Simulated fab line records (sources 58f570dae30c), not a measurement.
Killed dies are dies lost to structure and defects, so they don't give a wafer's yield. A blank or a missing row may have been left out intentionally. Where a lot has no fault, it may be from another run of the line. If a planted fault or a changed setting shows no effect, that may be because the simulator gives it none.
Matching of chambers / flow berkeley_cmos170 / UCB170_PWELL_ETCH_14 on rie_diel-04 has 4 sister chambers
The step etches Si3N4 in CH3F/Ar/O2, stops on SiO2, target depth 242 nm, time 151 s. 14 wafers are shown with their chamber, then 7 later ones without.

## WAFERS, EACH WITH ITS CHAMBER
wafer=L606.1; chamber=3; throttle_valve_pct (%)=7.97; oes_product_au (a.u.)=0.937; chamber_pressure_mTorr (mTorr)=49.97
wafer=L606.3; chamber=2; throttle_valve_pct (%)=8.07; oes_product_au (a.u.)=0.970; chamber_pressure_mTorr (mTorr)=50.01
wafer=L606.4; chamber=3; throttle_valve_pct (%)=7.97; oes_product_au (a.u.)=0.943; chamber_pressure_mTorr (mTorr)=49.94
wafer=L612.4; chamber=0; throttle_valve_pct (%)=8.05; oes_product_au (a.u.)=0.950; chamber_pressure_mTorr (mTorr)=50.08
wafer=L612.5; chamber=2; throttle_valve_pct (%)=8.03; oes_product_au (a.u.)=0.963; chamber_pressure_mTorr (mTorr)=49.99
wafer=L612.6; chamber=1; throttle_valve_pct (%)=8.02; oes_product_au (a.u.)=0.957; chamber_pressure_mTorr (mTorr)=50.06
wafer=L616.1; chamber=1; throttle_valve_pct (%)=8.02; oes_product_au (a.u.)=0.956; chamber_pressure_mTorr (mTorr)=49.97
wafer=L616.2; chamber=0; throttle_valve_pct (%)=8.05; oes_product_au (a.u.)=0.960; chamber_pressure_mTorr (mTorr)=50.05
wafer=L616.5; chamber=2; throttle_valve_pct (%)=8.04; oes_product_au (a.u.)=0.965; chamber_pressure_mTorr (mTorr)=50.03
wafer=L615.1; chamber=0; throttle_valve_pct (%)=8.05; oes_product_au (a.u.)=0.953; chamber_pressure_mTorr (mTorr)=50.02
wafer=L615.5; chamber=3; throttle_valve_pct (%)=7.96; oes_product_au (a.u.)=0.946; chamber_pressure_mTorr (mTorr)=50.03
wafer=L615.6; chamber=2; throttle_valve_pct (%)=8.06; oes_product_au (a.u.)=0.962; chamber_pressure_mTorr (mTorr)=50.00
wafer=L623.3; chamber=1; throttle_valve_pct (%)=8.03; oes_product_au (a.u.)=0.965; chamber_pressure_mTorr (mTorr)=49.96
wafer=L623.4; chamber=1; throttle_valve_pct (%)=8.02; oes_product_au (a.u.)=0.966; chamber_pressure_mTorr (mTorr)=50.04

SIGNATURES, as means of the wafers listed above
reading=throttle_valve_pct; chamber 0=8.0500; chamber 1=8.0225; chamber 2=8.0500; chamber 3=7.9667; scatter within a chamber=0.0107
reading=oes_product_au; chamber 0=0.95433; chamber 1=0.96100; chamber 2=0.96500; chamber 3=0.94200; scatter within a chamber=0.00463
reading=chamber_pressure_mTorr; chamber 0=50.0500; chamber 1=50.0075; chamber 2=50.0075; chamber 3=49.9800; scatter within a chamber=0.0379
Rule: for each reading, subtract the chamber's mean from the wafer's reading, divide by that reading's scatter and square the result; add these up over the readings and take the root, which gives the wafer's distance from the chamber. If the next closest chamber is less than 2 further off than the closest, the wafer can't be placed; otherwise it belongs to the closest. The scatter: take each reading less its chamber's mean, square it, sum over the shown wafers, divide by the number of wafers less the number of chambers, and take the root.

## WAFERS WITHOUT THEIR CHAMBER
wafer=L623.6; throttle_valve_pct (%)=8.06; oes_product_au (a.u.)=0.961; chamber_pressure_mTorr (mTorr)=50.00
wafer=L624.2; throttle_valve_pct (%)=8.01; oes_product_au (a.u.)=0.965; chamber_pressure_mTorr (mTorr)=50.01
wafer=L624.3; throttle_valve_pct (%)=7.95; oes_product_au (a.u.)=0.940; chamber_pressure_mTorr (mTorr)=50.05
wafer=L624.5; throttle_valve_pct (%)=7.97; oes_product_au (a.u.)=0.951; chamber_pressure_mTorr (mTorr)=50.05
wafer=L628.1; throttle_valve_pct (%)=8.06; oes_product_au (a.u.)=0.957; chamber_pressure_mTorr (mTorr)=49.95
wafer=L628.2; throttle_valve_pct (%)=8.06; oes_product_au (a.u.)=0.963; chamber_pressure_mTorr (mTorr)=50.11
wafer=L628.6; throttle_valve_pct (%)=7.96; oes_product_au (a.u.)=0.947; chamber_pressure_mTorr (mTorr)=50.06

## WHICH CHAMBER EACH ONE RAN IN
wafer=L623.6; from the rows above=can't be placed: 2 or 0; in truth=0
wafer=L624.2; from the rows above=1; in truth=1
wafer=L624.3; from the rows above=3; in truth=3
wafer=L624.5; from the rows above=3; in truth=3
wafer=L628.1; from the rows above=can't be placed: 2 or 0 or 1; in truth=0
wafer=L628.2; from the rows above=can't be placed: 0 or 2 or 1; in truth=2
wafer=L628.6; from the rows above=3; in truth=3
Correct placement for 4 of the 7. Not placeable from these rows: 3 (in 3, the candidates include the true chamber). 0 placed wrongly.
